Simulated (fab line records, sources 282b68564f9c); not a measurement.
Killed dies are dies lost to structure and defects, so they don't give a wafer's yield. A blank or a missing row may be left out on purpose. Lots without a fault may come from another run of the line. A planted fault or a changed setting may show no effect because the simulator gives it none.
Which tool did it? | flow rit_cmos | 14 lots, 42 wafers sampled, at 4 steps of a route of 202

WHAT THE GAUGES READ, wafer by wafer
RIT_SDANNEAL_RS_MEAS_04: measures by four-point-probe.
lot  | measured    | on            | PSD_RS (ohm/sq)
L522 | day 3 04:34 | film_metro-01 | 116.1 116.5 116.4
L523 | day 3 06:34 | film_metro-01 | 115.8 115.6 115.9
L524 | day 3 10:40 | film_metro-01 | 116.0 116.5 116.4
L525 | day 3 16:11 | film_metro-01 | 115.9 115.9 115.9
L526 | day 3 20:48 | film_metro-01 | 115.7 115.7 116.0
L529 | day 4 13:50 | film_metro-03 | 145.1 145.2 144.9
L530 | day 4 16:43 | film_metro-02 | 115.9 115.7 115.3
L531 | day 4 22:08 | film_metro-02 | 143.9 144.0 144.3
L534 | day 5 17:11 | film_metro-02 | 115.7 115.8 115.4
L538 | day 6 10:43 | film_metro-01 | 116.0 116.1 116.0
L539 | day 6 15:29 | film_metro-01 | 116.2 116.3 116.7
L541 | day 7 01:28 | film_metro-02 | 115.9 115.9 115.9
L544 | day 7 14:50 | film_metro-03 | 116.2 116.1 115.7
L545 | day 7 20:50 | film_metro-02 | 115.6 115.4 115.6

RIT_SDANNEAL_RS_MEAS_05: measures by four-point-probe.
lot  | measured    | on            | NSD_RS (ohm/sq)
L522 | day 3 04:41 | film_metro-01 | 84.5 84.4 84.2
L523 | day 3 06:41 | film_metro-01 | 85.1 85.1 85.1
L524 | day 3 10:47 | film_metro-01 | 84.8 84.8 85.0
L525 | day 3 16:18 | film_metro-01 | 85.0 85.0 85.0
L526 | day 3 20:55 | film_metro-01 | 84.8 84.7 85.0
L529 | day 4 13:58 | film_metro-03 | 86.2 86.0 86.2
L530 | day 4 16:50 | film_metro-02 | 84.0 84.2 84.0
L531 | day 4 22:16 | film_metro-02 | 86.0 85.8 86.2
L534 | day 5 17:18 | film_metro-02 | 84.7 84.6 84.6
L538 | day 6 10:50 | film_metro-01 | 85.1 84.7 85.0
L539 | day 6 15:36 | film_metro-01 | 84.9 84.7 84.6
L541 | day 7 01:35 | film_metro-02 | 84.7 84.7 84.6
L544 | day 7 14:57 | film_metro-03 | 84.4 84.6 84.4
L545 | day 7 20:58 | film_metro-02 | 83.9 84.1 84.3

RIT_SDANNEAL_RS_MEAS_06: measures by four-point-probe.
lot  | measured    | on            | PLDD_RS (ohm/sq)
L522 | day 3 04:49 | film_metro-01 | 179.3 178.6 179.4
L523 | day 3 06:48 | film_metro-01 | 178.6 178.6 178.9
L524 | day 3 10:54 | film_metro-01 | 179.5 179.2 179.3
L525 | day 3 16:25 | film_metro-01 | 179.6 178.7 179.1
L526 | day 3 21:02 | film_metro-01 | 178.8 178.1 179.1
L529 | day 4 14:05 | film_metro-03 | 215.8 215.5 215.8
L530 | day 4 16:58 | film_metro-02 | 178.3 178.1 178.0
L531 | day 4 22:23 | film_metro-02 | 214.3 214.6 214.7
L534 | day 5 17:25 | film_metro-02 | 179.1 179.0 179.3
L538 | day 6 10:57 | film_metro-01 | 178.6 178.8 178.8
L539 | day 6 15:43 | film_metro-01 | 178.6 179.0 178.9
L541 | day 7 01:43 | film_metro-02 | 179.0 178.5 178.5
L544 | day 7 15:04 | film_metro-03 | 178.9 178.9 178.3
L545 | day 7 21:05 | film_metro-02 | 177.1 178.0 177.4

WHICH TOOL RAN EACH LOT (tool, then ch and the chambers of the sampled wafers, then the start)
lot  | RIT_SDANNEAL_RTA_03
L522 | rtp_anneal-01 ch 0, day 3 04:29
L523 | rtp_anneal-02 ch 0, day 3 06:30
L524 | rtp_anneal-01 ch 0, day 3 10:35
L525 | rtp_anneal-02 ch 0, day 3 16:04
L526 | rtp_anneal-01 ch 0, day 3 20:44
L529 | rtp_anneal-02 ch 0, day 4 13:47
L530 | rtp_anneal-01 ch 0, day 4 16:40
L531 | rtp_anneal-02 ch 0, day 4 22:05
L534 | rtp_anneal-01 ch 0, day 5 17:07
L538 | rtp_anneal-01 ch 0, day 6 10:38
L539 | rtp_anneal-01 ch 0, day 6 15:25
L541 | rtp_anneal-01 ch 0, day 7 01:24
L544 | rtp_anneal-02 ch 0, day 7 14:46
L545 | rtp_anneal-01 ch 0, day 7 20:46
- RIT_SDANNEAL_RTA_03: time 5 s.

WHAT THE TOOLS THEMSELVES READ (means of the sampled wafers that have a number; where no wafer has one, the mark that the record gives instead)
RIT_SDANNEAL_RTA_03.
lot  | tool          | wafer_temp_C_max
L522 | rtp_anneal-01 | 1054.6
L523 | rtp_anneal-02 | 1053.8
L524 | rtp_anneal-01 | 1053.4
L525 | rtp_anneal-02 | 1053.3
L526 | rtp_anneal-01 | 1053.2
L529 | rtp_anneal-02 | 1013.2
L530 | rtp_anneal-01 | 1054.0
L531 | rtp_anneal-02 | 1013.4
L534 | rtp_anneal-01 | 1053.3
L538 | rtp_anneal-01 | 1053.0
L539 | rtp_anneal-01 | 1054.1
L541 | rtp_anneal-01 | 1053.7
L544 | rtp_anneal-02 | 1052.7
L545 | rtp_anneal-01 | 1053.8

THE ANSWER, worked out from the rows above alone
Rule: what is usual is taken from the lots themselves. Put in order of their means at a reading, lots are off if they are a third of the lots or fewer, leave a main group of 4 or more, and stand apart from it by a gap of 3 or more times the standard deviation of the main group's means; of several such gaps the widest counts. A main group whose means are all the same, to the digits that the tables above print for the reading, isn't used. A lot without any number at a reading at which 4 lots or more have one is off too. The other lots that the step has rows for count as sound. The gauges are gone through in route order, then the tools' own readings, and for those a lot's mean is taken as printed above. The first step at which some lot is off is used, and at that step the reading that is off furthest; a lot without a number counts as furthest.
Off: L529, L531, at RIT_SDANNEAL_RS_MEAS_04 (PSD_RS). The main group: mean 115.9 ohm/sq, standard deviation 0.28.
A tool fits if, at a process step before that reading, it ran every lot that is off, and no sound lot after the first of them. The gauges at RIT_SDANNEAL_RS_MEAS_04 aren't tried: what is off there is off at RIT_SDANNEAL_RTA_03 too, on other tools, and a gauge's error can't cause that. None of those tried fits.

WHAT THE SIMULATOR HAD PUT IN
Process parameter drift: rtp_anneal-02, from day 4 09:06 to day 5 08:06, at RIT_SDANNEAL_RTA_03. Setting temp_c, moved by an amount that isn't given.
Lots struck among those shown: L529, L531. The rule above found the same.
